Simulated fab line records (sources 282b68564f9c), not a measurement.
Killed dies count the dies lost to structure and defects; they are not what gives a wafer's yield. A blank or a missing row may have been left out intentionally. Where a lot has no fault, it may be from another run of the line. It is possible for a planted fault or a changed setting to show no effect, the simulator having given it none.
fab line records    flow ritCmos
[record] lots = 13  wafers = 39  lastDay = 8
route steps=202 shown NWELL@31 NRETRO@62 PSD@151 CONTACT@168 M1@202
lots untouched by any fault: they come from a run of this same line in which no faults occurred
startH: hours from the record's opening day to when the first of the lot's shown wafers began    waitH: hours elapsed since this lot's preceding step    " the same as in the row above    L1.1+2: one row covering several wafers at once    - value missing, or start not given    * or withheld: withheld    < > ~ a bound
route shown NAME@n: names a module that has steps shown in the file, with the first one's number in the route    usual: mean/standard deviation of fault-free wafers    same: alike in all rows    chamber/n: place in a boat    sites: the reading at each site    _std_site: how widely they spread, as a standard deviation    _edge_site: mean of outer sites minus mean of inner sites    radiusMm: how far each site lies from the wafer's centre    mask NAME#n: copy n    behind: the tool/chamber that last shaped the wafer    hold: reason for holding the lot/hours on hold/outcome of the hold    device: names the non-switching transistor (n, p or np)    end of line: tests of these same wafers at the route's end    for a step that has no rows: nothing shown but its recipe    killed: not the wafer's yield, but the dies lost to structure and defects at the first sort    map: a wafer's dies, x killed, . not, _ none there
set.NAME: setting as actually run; set.NAME@STEP: the setting as run at that earlier step    model.NAME: the simulator's own value behind a step, which no gauge read
a sample of lots followed through the steps of the route, with each step as a table and each wafer as a row
services: when a tool's chamber went out of use (startH, in hours from the record's first day, below 0 if earlier), for how many hours, and the reason
[[steps]]
[step RIT_NWELL_EXPOSE_03]
[recipe] maskId = M2  na = 0.57  targetCdNm = 43900  doseMj = 250
[usual] exposureDoseMJCm2 = 249.96/0.23
lot.wafer  tool             chamber  startH  waitH  mask  exposureDoseMJCm2
L171.2     ilineStepper-02  0        32.65   0.1    M2#0  250.11
L171.3     "                0        "       "      M2#0  250.15
L171.5     "                0        "       "      M2#0  250.19
L173.2     ilineStepper-02  0        41.54   0.2    M2#0  250.06
L173.3     "                0        "       "      M2#0  250.02
L173.5     "                0        "       "      M2#0  249.68
L175.2     ilineStepper-02  0        50.05   0.2    M2#0  250.00
L175.4     "                0        "       "      M2#0  249.78
L175.5     "                0        "       "      M2#0  249.97
L177.1     ilineStepper-02  0        61.64   0.1    M2#0  250.07
L177.4     "                0        "       "      M2#0  249.93
L177.5     "                0        "       "      M2#0  250.05
L178.1     ilineStepper-01  0        66.53   0.3    M3#0  249.89
L178.4     "                0        "       "      M3#0  249.81
L178.6     "                0        "       "      M3#0  249.79
L184.2     ilineStepper-01  0        96.24   0.1    M2#0  250.09
L184.3     "                0        "       "      M2#0  249.96
L184.5     "                0        "       "      M2#0  249.74
L185.2     ilineStepper-01  0        100.35  0.1    M2#0  249.99
L185.4     "                0        "       "      M2#0  249.94
L185.5     "                0        "       "      M2#0  249.89
L186.1     ilineStepper-01  0        106.53  0.1    M2#0  249.93
L186.2     "                0        "       "      M2#0  250.06
L186.3     "                0        "       "      M2#0  249.96
L187.3     ilineStepper-01  0        110.93  0.1    M2#0  250.03
L187.4     "                0        "       "      M2#0  249.79
L187.5     "                0        "       "      M2#0  250.39
L188.2     ilineStepper-02  0        115.12  0.2    M2#0  249.77
L188.4     "                0        "       "      M2#0  250.17
L188.5     "                0        "       "      M2#0  249.93
L190.1     ilineStepper-01  0        124.88  0.2    M2#0  250.49
L190.2     "                0        "       "      M2#0  250.04
L190.5     "                0        "       "      M2#0  249.60
L191.1     ilineStepper-01  0        131.57  0.1    M2#0  249.91
L191.2     "                0        "       "      M2#0  249.92
L191.6     "                0        "       "      M2#0  250.07
L192.1     ilineStepper-01  0        134.89  0.1    M2#0  249.84
L192.2     "                0        "       "      M2#0  249.74
L192.4     "                0        "       "      M2#0  250.03
[step RIT_NWELL_OVL_MEAS_06]
[usual] NWELL_OVL = -1.0/1.4
lot.wafer  tool        chamber  startH  waitH  NWELL_OVL[nm]
L171.2     overlay-01  -        33.07   -      -0.4
L171.3     "           -        "       "      0.9
L171.5     "           -        "       "      0.4
L173.2     overlay-01  -        41.96   -      -0.7
L173.3     "           -        "       "      -0.9
L173.5     "           -        "       "      0.4
L175.2     overlay-02  -        50.47   -      -1.0
L175.4     "           -        "       "      -3.1
L175.5     "           -        "       "      -2.7
L177.1     overlay-01  -        62.07   -      0.0
L177.4     "           -        "       "      1.0
L177.5     "           -        "       "      0.4
L178.1     overlay-02  -        67.16   -      -
L178.4     "           -        "       "      -
L178.6     "           -        "       "      -
L184.2     overlay-02  -        96.65   -      -1.1
L184.3     "           -        "       "      -2.1
L184.5     "           -        "       "      0.4
L185.2     overlay-01  -        100.76  -      -0.9
L185.4     "           -        "       "      -0.2
L185.5     "           -        "       "      -1.3
L186.1     overlay-01  -        106.96  -      -1.3
L186.2     "           -        "       "      -1.9
L186.3     "           -        "       "      -0.7
L187.3     overlay-02  -        111.34  -      -3.0
L187.4     "           -        "       "      -3.7
L187.5     "           -        "       "      -2.7
L188.2     overlay-02  -        115.53  -      -2.3
L188.4     "           -        "       "      -2.1
L188.5     "           -        "       "      -2.8
L190.1     overlay-02  -        125.31  -      -0.7
L190.2     "           -        "       "      -2.8
L190.5     "           -        "       "      -1.2
L191.1     overlay-02  -        132.00  -      0.3
L191.2     "           -        "       "      -0.9
L191.6     "           -        "       "      1.7
L192.1     overlay-02  -        135.32  -      -2.1
L192.2     "           -        "       "      -2.4
L192.4     "           -        "       "      -1.9
[step RIT_NWELL_TW_MEAS_10]
[usual] NWELL_TW = 2145/10
lot.wafer  tool          chamber  startH  waitH  hold                     NWELL_TW
L171.2     filmMetro-02  -        33.69   0.1    -                        2131
L171.3     "             -        "       "      -                        2144
L171.5     "             -        "       "      -                        2140
L173.2     filmMetro-02  -        42.57   0.1    -                        2145
L173.3     "             -        "       "      -                        2127
L173.5     "             -        "       "      -                        2147
L175.2     filmMetro-03  -        51.10   0.1    -                        2145
L175.4     "             -        "       "      -                        2132
L175.5     "             -        "       "      -                        2132
L177.1     filmMetro-03  -        62.68   0.1    -                        2124
L177.4     "             -        "       "      -                        2129
L177.5     "             -        "       "      -                        2133
L178.1     filmMetro-02  -        67.77   0.1    awaitDispo/0.2h/release  30
L178.4     "             -        "       "      awaitDispo/0.2h/release  30
L178.6     "             -        "       "      awaitDispo/0.2h/release  30
L178.1     filmMetro-02  -        68.00   0.2    -                        30
L178.4     "             -        "       "      -                        30
L178.6     "             -        "       "      -                        30
L184.2     filmMetro-02  -        97.27   0.1    -                        2148
L184.3     "             -        "       "      -                        2154
L184.5     "             -        "       "      -                        2141
L185.2     filmMetro-01  -        101.38  0.1    -                        2144
L185.4     "             -        "       "      -                        2142
L185.5     "             -        "       "      -                        2160
L186.1     filmMetro-01  -        107.57  0.1    -                        2143
L186.2     "             -        "       "      -                        2145
L186.3     "             -        "       "      -                        2143
L187.3     filmMetro-01  -        111.96  0.1    -                        2131
L187.4     "             -        "       "      -                        2149
L187.5     "             -        "       "      -                        2150
L188.2     filmMetro-02  -        116.15  0.1    -                        2157
L188.4     "             -        "       "      -                        2148
L188.5     "             -        "       "      -                        2156
L190.1     filmMetro-01  -        125.93  0.1    -                        2154
L190.2     "             -        "       "      -                        2158
L190.5     "             -        "       "      -                        2159
L191.1     filmMetro-03  -        132.61  0.1    -                        2141
L191.2     "             -        "       "      -                        2142
L191.6     "             -        "       "      -                        2156
L192.1     filmMetro-02  -        135.94  0.1    -                        2143
L192.2     "             -        "       "      -                        2146
L192.4     "             -        "       "      -                        2161
[step RIT_NRETRO_STRIP_09]
[recipe] chemistry = O2  timeS = 180  resist = NOVOLAK  platenTempC = withheld  powerW = 500  pressureMtorr = 4000  o2FlowSccm = 4000
[usual] drypumpMotorCurrentA = 5.4/0.31
lot.wafer  tool            chamber  startH  waitH  drypumpMotorCurrentA  rfHoursCounterH
L171.2     plasmaAsher-04  1        42.31   0.1    5.4                   38
L171.3     "               0        "       "      5.0                   -
L171.5     "               0        "       "      5.1                   -
L173.2     plasmaAsher-04  0        51.12   0.1    5.0                   40
L173.3     "               1        "       "      5.5                   -
L173.5     "               0        "       "      5.0                   -
L175.2     plasmaAsher-04  0        59.49   0.1    5.0                   41
L175.4     "               1        "       "      5.4                   -
L175.5     "               1        "       "      5.5                   -
L177.1     plasmaAsher-04  1        70.93   0.1    5.4                   43
L177.4     "               1        "       "      5.4                   -
L177.5     "               1        "       "      5.4                   -
L184.2     plasmaAsher-01  0        105.76  0.1    5.8                   48
L184.3     "               1        "       "      5.1                   -
L184.5     "               0        "       "      5.8                   -
L185.2     plasmaAsher-03  1        110.22  0.1    5.9                   28
L185.4     "               1        "       "      6.0                   -
L185.5     "               1        "       "      5.9                   -
L186.1     plasmaAsher-04  1        115.91  0.1    5.4                   48
L186.2     "               0        "       "      5.0                   48
L186.3     "               0        "       "      5.0                   -
L187.3     plasmaAsher-04  0        120.80  0.1    5.0                   -
L187.4     "               1        "       "      5.5                   -
L187.5     "               1        "       "      5.4                   -
L188.2     plasmaAsher-04  0        125.46  0.1    5.0                   49
L188.4     "               0        "       "      5.1                   -
L188.5     "               1        "       "      5.5                   -
L190.1     plasmaAsher-01  1        134.61  0.1    5.1                   52
L190.2     "               0        "       "      5.7                   52
L190.5     "               1        "       "      5.1                   -
L191.1     plasmaAsher-01  1        140.99  0.1    5.1                   53
L191.2     "               0        "       "      5.7                   53
L191.6     "               1        "       "      5.1                   -
L192.1     plasmaAsher-04  0        144.71  0.1    5.0                   51
L192.2     "               1        "       "      5.4                   51
L192.4     "               1        "       "      5.4                   -
[step RIT_PSD_STRIP_09]
[recipe] chemistry = O2  timeS = 180  resist = NOVOLAK  platenTempC = withheld  powerW = 500  pressureMtorr = 4000  o2FlowSccm = 4000
[usual] drypumpMotorCurrentA = 5.6/0.33
lot.wafer  tool            chamber  startH  waitH  drypumpMotorCurrentA  rfHoursCounterH
L171.2     plasmaAsher-02  1        64.61   0.1    5.5                   44
L171.3     "               1        "       "      5.4                   -
L171.5     "               0        "       "      6.1                   -
L173.2     plasmaAsher-03  1        74.12   0.1    6.0                   24
L173.3     "               1        "       "      6.0                   -
L173.5     "               1        "       "      6.0                   -
L175.2     plasmaAsher-01  0        78.82   0.1    5.7                   45
L175.4     "               1        "       "      5.1                   -
L175.5     "               0        "       "      5.7                   -
L177.1     plasmaAsher-01  0        89.39   0.1    5.7                   47
L177.4     "               0        "       "      5.8                   -
L177.5     "               1        "       "      5.1                   -
L184.2     plasmaAsher-03  1        124.16  0.1    6.0                   29
L184.3     "               0        "       "      5.6                   -
L184.5     "               0        "       "      5.6                   -
L185.2     plasmaAsher-02  1        129.82  0.1    5.5                   1
L185.4     "               0        "       "      6.1                   -
L185.5     "               1        "       "      5.5                   -
L186.1     plasmaAsher-02  0        134.80  0.1    6.1                   2
L186.2     "               1        "       "      5.5                   2
L186.3     "               1        "       "      5.5                   -
L187.3     plasmaAsher-02  0        139.20  0.1    6.1                   -
L187.4     "               1        "       "      5.5                   -
L187.5     "               1        "       "      5.5                   -
L188.2     plasmaAsher-01  1        143.80  0.1    5.1                   53
L188.4     "               1        "       "      5.1                   -
L188.5     "               1        "       "      5.1                   -
L190.1     plasmaAsher-01  1        165.67  0.1    5.1                   54
L190.2     "               0        "       "      5.8                   54
L190.5     "               0        "       "      5.8                   -
L191.1     plasmaAsher-03  0        171.35  0.1    5.6                   33
L191.2     "               1        "       "      6.0                   33
L191.6     "               1        "       "      6.0                   -
L192.1     plasmaAsher-01  1        172.80  0.1    5.1                   55
L192.2     "               0        "       "      5.8                   55
L192.4     "               0        "       "      5.7                   -
[step RIT_CONTACT_CVD_00]
[recipe] material = SiO2  targetThkNm = 400  precursor = TEOS  tempC = 390  timeS = 60.06  rfW = 400
[usual] heaterPowerW = 327/43
lot.wafer  tool      chamber  startH  waitH  heaterPowerW
L171.2     pecvd-04  2        66.26   0.0    317
L171.3     "         1        "       "      343
L171.5     "         1        "       "      251
L173.2     pecvd-02  1        75.78   0.0    356
L173.3     "         0        "       "      316
L173.5     "         1        "       "      369
L175.2     pecvd-01  2        80.48   0.0    328
L175.4     "         0        "       "      336
L175.5     "         1        "       "      425
L177.1     pecvd-04  0        91.05   0.1    275
L177.4     "         0        "       "      293
L177.5     "         1        "       "      298
L184.2     pecvd-01  0        125.86  0.0    354
L184.3     "         2        "       "      360
L184.5     "         1        "       "      417
L185.2     pecvd-02  0        131.47  0.0    267
L185.4     "         0        "       "      281
L185.5     "         2        "       "      296
L186.1     pecvd-04  2        136.46  0.1    286
L186.2     "         1        "       "      332
L186.3     "         0        "       "      337
L187.3     pecvd-01  0        140.83  0.0    371
L187.4     "         0        "       "      379
L187.5     "         1        "       "      397
L188.2     pecvd-02  2        145.48  0.0    333
L188.4     "         0        "       "      309
L188.5     "         1        "       "      331
L190.1     pecvd-01  2        167.36  0.1    321
L190.2     "         1        "       "      434
L190.5     "         1        "       "      446
L191.1     pecvd-02  1        173.05  0.1    357
L191.2     "         2        "       "      305
L191.6     "         2        "       "      330
L192.1     pecvd-04  2        174.46  0.1    294
L192.2     "         1        "       "      329
L192.4     "         2        "       "      305
[step RIT_M1_PROBE_99]
[usual] defectLimitedYield = 97.3/1.2  killed_at_M0_to_M3 = 0.0/0.16  killedAtContacts = 0.1/0.25  killedAtFrontEnd = 7/3.2  killedDies = 7/3.2  killedOpen = 3.5/2.1  killedShort = 3.5/2.1  sort_bin_3_pad_short = 0.1/0.21  sort_bin_5_function = 1.5/0.8  sort_bin_6_memory = 1.0/0.69  sortNPass = 257/3.2  sortYieldPct = 97.3/1.2
[same] grossDies = 264  killed_at_M4_up = 0  killedAtBackSide = 0  killedAtOther = 0
lot.wafer  tool       chamber  startH  waitH  defectLimitedYield[%]  killed_at_M0_to_M3  killedAtContacts  killedAtFrontEnd  killedDies  killedOpen  killedShort  sort_bin_3_pad_short[%]  sort_bin_5_function[%]  sort_bin_6_memory[%]  sortNPass  sortYieldPct[%]
L171.2     prober-02  -        73.03   0.1    97.7                   0                   0                 6                 6           3           3            0                        1.1                     1.1                   258        97.7
L171.3     prober-02  -        73.08   0.2    96.6                   0                   0                 9                 9           3           6            0.4                      1.5                     1.5                   255        96.6
L171.5     prober-02  -        73.18   0.2    97.7                   0                   0                 6                 6           2           4            0.4                      0.4                     1.5                   258        97.7
L175.2     prober-02  -        89.64   0.1    97.3                   0                   0                 7                 7           4           3            0.4                      1.9                     0.4                   257        97.3
L175.4     prober-02  -        89.74   0.2    98.9                   0                   0                 3                 3           2           1            0                        1.1                     0                     261        98.9
L175.5     prober-02  -        89.79   0.2    98.1                   0                   0                 5                 5           5           0            0                        0.8                     1.1                   259        98.1
L177.1     prober-02  -        98.66   0.1    96.2                   0                   0                 10                10          4           6            0.4                      2.3                     1.1                   254        96.2
L177.4     prober-02  -        98.81   0.2    98.1                   0                   0                 5                 5           4           1            0                        1.9                     0                     259        98.1
L177.5     prober-02  -        98.86   0.2    96.2                   0                   0                 10                10          3           7            0.4                      1.9                     1.5                   254        96.2
L185.2     prober-01  -        138.01  0.1    98.9                   0                   0                 3                 3           1           2            0                        1.1                     0                     261        98.9
L185.4     prober-01  -        138.11  0.2    99.2                   0                   0                 2                 2           1           1            0                        0.4                     0.4                   262        99.2
L185.5     prober-01  -        138.16  0.2    99.2                   0                   0                 2                 2           2           0            0                        0.8                     0                     262        99.2
L186.1     prober-02  -        142.86  0.1    95.1                   0                   0                 13                13          7           6            0.4                      2.3                     2.3                   251        95.1
L186.2     prober-02  -        142.91  0.1    97.3                   1                   1                 5                 7           3           4            0                        0.8                     1.9                   257        97.3
L186.3     prober-02  -        142.96  0.2    95.5                   0                   0                 12                12          6           6            0                        3.0                     1.5                   252        95.5
L187.3     prober-01  -        147.68  0.2    97.7                   0                   0                 6                 6           3           3            0                        1.1                     1.1                   258        97.7
L187.4     prober-01  -        147.73  0.2    96.6                   0                   0                 9                 9           4           5            0.4                      1.5                     1.5                   255        96.6
L187.5     prober-01  -        147.78  0.2    96.2                   0                   0                 10                10          6           4            0                        3.0                     0.8                   254        96.2
L188.2     prober-02  -        152.10  0.1    97.7                   0                   0                 6                 6           5           1            0                        0.8                     1.5                   258        97.7
L188.4     prober-02  -        152.20  0.2    97.3                   0                   0                 7                 7           4           3            0.4                      1.1                     1.1                   257        97.3
L188.5     prober-02  -        152.25  0.2    98.9                   0                   0                 3                 3           1           2            0                        0.8                     0.4                   261        98.9
L190.1     prober-02  -        174.10  0.1    98.1                   0                   0                 5                 5           5           0            0                        1.1                     0.8                   259        98.1
L190.2     prober-02  -        174.15  0.1    97.0                   0                   0                 8                 8           6           2            0                        1.5                     1.5                   256        97.0
L190.5     prober-02  -        174.30  0.2    97.3                   0                   0                 7                 7           2           5            0                        1.9                     0.8                   257        97.3
L192.1     prober-02  -        181.02  0.1    97.3                   0                   0                 7                 7           2           5            0                        1.9                     0.8                   257        97.3
L192.2     prober-02  -        181.07  0.1    97.3                   0                   0                 7                 7           3           4            0                        1.9                     0.8                   257        97.3
L192.4     prober-02  -        181.17  0.2    97.3                   0                   0                 7                 7           4           2            0                        1.1                     1.5                   257        97.3
// killed by level:class
L171.2 FOX1:geometricParticle:short=3 FOX2:geometricParticle:open=1 GATE:geometricParticle:open=1 REOX:geometricParticle:open=1
L171.3 GATE:geometricParticle:short=3 FOX1:geometricParticle:open=2 REOX:geometricParticle:short=2 FOX2:geometricParticle:short=1 SPACER:geometricParticle:open=1
L171.5 REOX:geometricParticle:short=2 FOX1:geometricParticle:short=1 FOX1:geometricParticle:open=1 FOX2:geometricParticle:open=1 SPACER:geometricParticle:short=1
L175.2 GATE:geometricParticle:open=4 REOX:geometricParticle:short=2 GATE:geometricParticle:short=1
L175.4 GATE:geometricParticle:open=2 GATE:geometricParticle:short=1
L175.5 FOX1:geometricParticle:open=2 FOX2:geometricParticle:open=1 GATE:geometricParticle:open=1 SPACER:geometricParticle:open=1
L177.1 SILICIDE:geometricParticle:short=4 FOX2:geometricParticle:open=2 GATE:geometricParticle:open=2 GATE:geometricParticle:short=1 SPACER:geometricParticle:short=1
L177.4 REOX:geometricParticle:open=2 FOX2:geometricParticle:short=1 GATE:geometricParticle:open=1 SILICIDE:geometricParticle:open=1
L177.5 GATE:geometricParticle:short=4 FOX1:geometricParticle:open=1 FOX2:geometricParticle:short=1 SPACER:geometricParticle:open=1 SPACER:geometricParticle:short=1 SILICIDE:geometricParticle:open=1 SILICIDE:geometricParticle:short=1
L185.2 FOX1:geometricParticle:short=1 GATE:geometricParticle:open=1 REOX:geometricParticle:short=1
L185.4 SPACER:geometricParticle:open=1 SILICIDE:geometricParticle:short=1
L185.5 FOX2:geometricParticle:open=1 GATE:geometricParticle:open=1
L186.1 GATE:geometricParticle:short=4 SPACER:geometricParticle:open=3 FOX1:geometricParticle:open=2 FOX1:geometricParticle:short=1 FOX2:geometricParticle:open=1 GATE:geometricParticle:open=1 SPACER:geometricParticle:short=1
L186.2 GATE:geometricParticle:short=3 FOX1:geometricParticle:short=1 SPACER:geometricParticle:open=1 CONTACT:geometricParticle:open=1 M1:geometricParticle:open=1
L186.3 FOX1:geometricParticle:open=4 GATE:geometricParticle:short=2 FOX1:geometricParticle:short=1 FOX2:geometricParticle:open=1 FOX2:geometricParticle:short=1 REOX:geometricParticle:short=1 SPACER:geometricParticle:open=1 SPACER:geometricParticle:short=1
L187.3 GATE:geometricParticle:short=2 REOX:geometricParticle:open=2 FOX1:geometricParticle:short=1 GATE:geometricParticle:open=1
L187.4 GATE:geometricParticle:short=2 GATE:geometricParticle:open=2 SPACER:geometricParticle:short=2 FOX1:geometricParticle:open=1 REOX:geometricParticle:open=1 SILICIDE:geometricParticle:short=1
L187.5 GATE:geometricParticle:open=2 REOX:geometricParticle:open=2 SPACER:geometricParticle:short=2 FOX1:geometricParticle:open=1 REOX:geometricParticle:short=1 SILICIDE:geometricParticle:open=1 SILICIDE:geometricParticle:short=1
L188.2 GATE:geometricParticle:open=3 FOX1:geometricParticle:open=1 SPACER:geometricParticle:open=1 SILICIDE:geometricParticle:short=1
L188.4 GATE:geometricParticle:open=3 GATE:geometricParticle:short=2 SPACER:geometricParticle:short=1 SPACER:geometricParticle:open=1
L188.5 FOX1:geometricParticle:short=2 FOX1:geometricParticle:open=1
L190.1 FOX2:geometricParticle:open=4 SPACER:geometricParticle:open=1
L190.2 FOX1:geometricParticle:open=3 GATE:geometricParticle:open=2 FOX1:geometricParticle:short=1 FOX2:geometricParticle:open=1 REOX:geometricParticle:short=1
L190.5 SILICIDE:geometricParticle:short=2 FOX2:geometricParticle:open=1 FOX2:geometricParticle:short=1 GATE:geometricParticle:open=1 GATE:geometricParticle:short=1 REOX:geometricParticle:short=1
L192.1 SPACER:geometricParticle:short=3 FOX1:geometricParticle:short=1 REOX:geometricParticle:short=1 REOX:geometricParticle:open=1 SILICIDE:geometricParticle:open=1
L192.2 FOX1:geometricParticle:short=1 FOX2:geometricParticle:open=1 FOX2:geometricParticle:short=1 GATE:geometricParticle:open=1 REOX:geometricParticle:short=1 SILICIDE:geometricParticle:open=1 SILICIDE:geometricParticle:short=1
L192.4 GATE:geometricParticle:open=2 ACTIVE:geometricParticle:open=1 ACTIVE:geometricParticle:short=1 GATE:geometricParticle:short=1 SPACER:geometricParticle:open=1 GATE:coatMicrobubblePrinted=1
[[services]]
tool             chamber  startH  hours  kind
plasmaAsher-04   -        14.78   0.4    repair
ilineStepper-01  -        27.37   1.7    pm
plasmaAsher-03   -        34.16   28.1   pm
plasmaAsher-02   -        60.59   2.8    repair
ilineStepper-02  -        72.19   1.7    pm
ilineStepper-02  -        104.75  8.9    pm
plasmaAsher-02   -        108.92  9.0    pm
plasmaAsher-02   0        108.92  9.0    ventCycle
plasmaAsher-02   1        108.92  9.0    ventCycle
plasmaAsher-02   0        117.92  -      clean
plasmaAsher-02   1        117.92  -      clean
plasmaAsher-01   -        141.87  0.4    repair
ilineStepper-02  0        143.19  -      calibration
ilineStepper-01  -        151.55  10.8   repair
ilineStepper-02  -        151.90  12.1   repair
pecvd-02         -        155.42  0.5    repair
pecvd-01         -        161.23  0.6    repair
[[key]]
[firstSign] step = RIT_NWELL_EXPOSE_03  reading = mask  direction = changed
[effect] step = RIT_NWELL_OVL_MEAS_06  reading = NWELL_OVL  direction = missing
[effect] step = RIT_NWELL_TW_MEAS_10  reading = visit  direction = added
[effect] step = RIT_NWELL_TW_MEAS_10  reading = NWELL_TW  direction = down  sigmas = 99+  usual = 2145  struck = 30
metAt RIT_NWELL_EXPOSE_03
struckLots L178
scrappedBehind RIT_NWELL_TW_MEAS_10 L178.1,L178.4,L178.6
notActingAt RIT_NRETRO_STRIP_09,RIT_PSD_STRIP_09,RIT_CONTACT_CVD_00
[fault] kind = wrongMask  tool = any  chamber = -  onsetH = 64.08  steps = RIT_NWELL_EXPOSE_03  auxCopy = M3#0  scope = struckLotsOnly
